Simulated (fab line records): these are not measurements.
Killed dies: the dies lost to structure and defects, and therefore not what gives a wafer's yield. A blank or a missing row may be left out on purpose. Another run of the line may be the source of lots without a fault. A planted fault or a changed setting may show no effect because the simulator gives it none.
One fault through the eyes of 2 desks :: flow berkeleyCmos170 :: every desk sees just its own numbers, and what lay behind them comes last

FROM THE METROLOGY DESK
What the gauges read, lot by lot, whatever tool the lot ran on: means of the sampled wafers that have a number. If a lot's mean is further than 4 standard deviations from the usual mean, the lot is out of limits and carries the mark OUT (the distance appears in the brackets).
Columns: A = SILICIDE_TI_THK at UCB170_SILICIDE_THK_MEAS_03, usual 30.1 nm; B = M3_BOW at UCB170_M3_BOW_MEAS_20, usual 36 um
lot: L704
first seen here: day 6 17:23
A: 29.9
B: 37

lot: L703
first seen here: day 6 20:12
A: 29.7
B: 34

lot: L706
first seen here: day 6 20:19
A: 30.4
B: 32

lot: L705
first seen here: day 6 20:26
A: 30.4
B: 38

lot: L707
first seen here: day 7 02:03
A: 29.8
B: 32

lot: L708
first seen here: day 7 09:41
A: 29.7
B: 33

lot: L709
first seen here: day 7 09:47
A: 29.6
B: 38

lot: L711
first seen here: day 7 22:36
A: 30.8
B: 42

lot: L710
first seen here: day 8 00:01
A: 30.3
B: 34

lot: L713
first seen here: day 8 07:18
A: 29.6
B: 39

lot: L714
first seen here: day 8 17:11
A: 29.7
B: 38

lot: L716
first seen here: day 9 05:58
A: 30.6
B: 37

lot: L724
first seen here: day 11 00:26
A: 29.9
B: 40

lot: L726
first seen here: day 11 11:40
A: 29.7
B: 28
Result from this desk: across the 14 lots, nothing is out of limits.

THE TOOL OWNER'S DESK: rieDiel-03
The tool's own readings at UCB170_ZERO_ETCH_06 (etches SiO2 in CHF3/CF4/Ar, time 12 s): means of the sampled wafers that have a number, for each lot that ran on this tool. If a lot's mean is further than 4 standard deviations from the usual mean, the lot is out of limits and carries the mark OUT (the distance appears in the brackets).
Columns: A = CHF3_flow_sccm at UCB170_ZERO_ETCH_06, usual 49.98 sccm; B = drypumpMotorCurrentA at UCB170_ZERO_ETCH_06, usual 5.8 A; C = oesProductAu at UCB170_ZERO_ETCH_06, usual 0.615 a.u.; D = rfFwdPowerW at UCB170_ZERO_ETCH_06, usual 490.3 W; E = throttleValvePct at UCB170_ZERO_ETCH_06, usual 9.22 %
lot: L704
first seen here: day 1 22:37
A: 49.95
B: 5.7
C: 0.608
D: 489.4
E: 9.23

lot: L705
first seen here: day 2 04:35
A: 50.04
B: 5.7
C: 0.616
D: 487.9
E: 9.22

lot: L711
first seen here: day 3 08:44
A: 50.08
B: 6.0
C: 0.623
D: 488.7
E: 9.14

lot: L713
first seen here: day 3 19:44
A: 49.97
B: 5.9
C: 0.614
D: 408.4 (-30) OUT
E: 9.20

lot: L716
first seen here: day 4 10:27
A: 49.89
B: 5.8
C: 0.606
D: 408.8 (-30) OUT
E: 9.18
Finding of this desk: L713, L716 out of limits; the first was L713 at day 3 19:44, on rfFwdPowerW at UCB170_ZERO_ETCH_06. In limits: L704, L705, L711.

TAKEN TOGETHER
The tool owner's desk had the chance to raise an alarm at day 3 19:44 on L713, L716.
Nothing out of limits was seen by the metrology desk.
The metrology desk holds a record of L713, L716, inside its limits.
The lots listed all ran UCB170_ZERO_ETCH_06 on rieDiel-03.

WHAT THE SIMULATOR HAD INSERTED
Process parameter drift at UCB170_ZERO_ETCH_06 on rieDiel-03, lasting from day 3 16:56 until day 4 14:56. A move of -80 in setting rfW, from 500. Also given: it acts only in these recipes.
Shown lots that were struck: L713, L716.
Delay in hours, fault start to first out-of-limits reading, by desk: the tool owner's desk at 3.
